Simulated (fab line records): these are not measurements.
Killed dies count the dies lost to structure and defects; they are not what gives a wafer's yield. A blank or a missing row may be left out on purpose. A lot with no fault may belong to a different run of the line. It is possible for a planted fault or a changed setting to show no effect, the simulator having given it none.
8D (eight disciplines) problem report, filled in by code | flow rit-cmos | the parts of the form that need people (team, actions taken, sign-off) are left out

== 1. WHAT IS WRONG ==
Wafers free of any fault read 24.7 nm (standard deviation 0.39) for REOX_OXIDE_THK at RIT_REOX_THK_MEAS_04, against a mean of 30.6 nm on 6 wafers of 2 lots. That puts it +15 standard deviations away from the usual mean.
First observed at day 4 03:17: wafer L707.1, on film-metro-01. Wafers with a number at this step in the record: 42, from 14 lots. Rule for "out", or "out of limits": more than 4 standard deviations from the usual mean. The rest of the wafers with a number are treated as sound.

== 2. WHAT IT IS, WHAT IT ISN'T ==
question                    | is                           | is not
which readings at this step | REOX_OXIDE_THK               | -
which lots                  | L707, L708                   | L701, L703, L704, L706, L709, L715, L719, L720, L721, L722, L723, L724
which wafers of those lots  | all that have a number       | -
read on which gauges        | film-metro-01, film-metro-02 | film-metro-03
when                        | from day 4 03:17             | up to then (12 sound wafers); but 24 sound wafers of L709, L715, L719, L720, L721, L722, L723, L724 came after

== 3. SUSPECTS, AND WHAT RULES EACH OUT ==
Counting: any tool at a process step up to the reading is kept as a suspect provided that every lot that is out went through it and no sound lot did after the first of them.
- the gauge at RIT_REOX_THK_MEAS_04: ruled out. The wafers that are out were read on 2 gauges (film-metro-01, film-metro-02).
- furnace-01 at RIT_REOX_OXIDATION_03 (target thk 25.2 nm, ox time 5580 s): ruled out as a lasting fault. The sound lots L723 went through it after L707, its earliest lot that is out (day 4 00:44).
Left after counting: nothing in the record.

== 4. THE CAUSE (what the simulator had put in) ==
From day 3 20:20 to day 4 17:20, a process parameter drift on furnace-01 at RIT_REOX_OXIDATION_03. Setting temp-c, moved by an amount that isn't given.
The count ruled it out by mistake, since the rule takes a fault to strike every lot its tool runs from the start of the fault on, and this one did not do so.

== 5. THE EFFECT CHAIN, in route order ==
Each row: a reading where the mean over the struck wafers with a number is more than 3 standard deviations away from the usual. Scope: only readings with a usual standard deviation given in the record; hours: median across lots of the time from each lot's start at the first step in this table that gives one to its start at this step; sigmas: change in usual standard deviations.
hours | step                  | reading                | usual    | on struck wafers | change | sigmas
0     | RIT_REOX_OXIDATION_03 | spike-tc-centre-C      | 903.0 C  | 922.1            | +19.1  | +16
0     | RIT_REOX_OXIDATION_03 | spike-tc-load-C        | 923 C    | 939              | +16    | +4.3
0     | RIT_REOX_OXIDATION_03 | spike-tc-source-C      | 923.7 C  | 946.7            | +23.0  | +7.9
0     | RIT_REOX_OXIDATION_03 | tube-center-temp-C     | 899.99 C | 919.96           | +19.97 | +99 or more
0     | RIT_REOX_OXIDATION_03 | tube_center_temp_C_max | 902.3    | 922.5            | +20.2  | +56
0     | RIT_REOX_OXIDATION_03 | zone-power-source-pct  | 26.6 %   | 28.5             | +1.9   | +3.4
3     | RIT_REOX_THK_MEAS_04  | REOX_OXIDE_THK         | 24.7 nm  | 30.6             | +5.9   | +15
The process steps in it:
- RIT_REOX_OXIDATION_03: target thk 25.2 nm, ox time 5580 s.

== 6. HOW IT WOULD HAVE BEEN CAUGHT EARLIER ==
In this record the first reading out of limits at a measuring or inspecting step was taken at day 4 03:17, 7 hours after the fault began at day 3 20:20.
Tool's own readings at RIT_REOX_OXIDATION_03, spike-tc-centre-C, spike-tc-source-C, tube-center-temp-C, tube_center_temp_C_max: out on all struck wafers the step has rows for; an alarm limit on them would have tripped on the first.
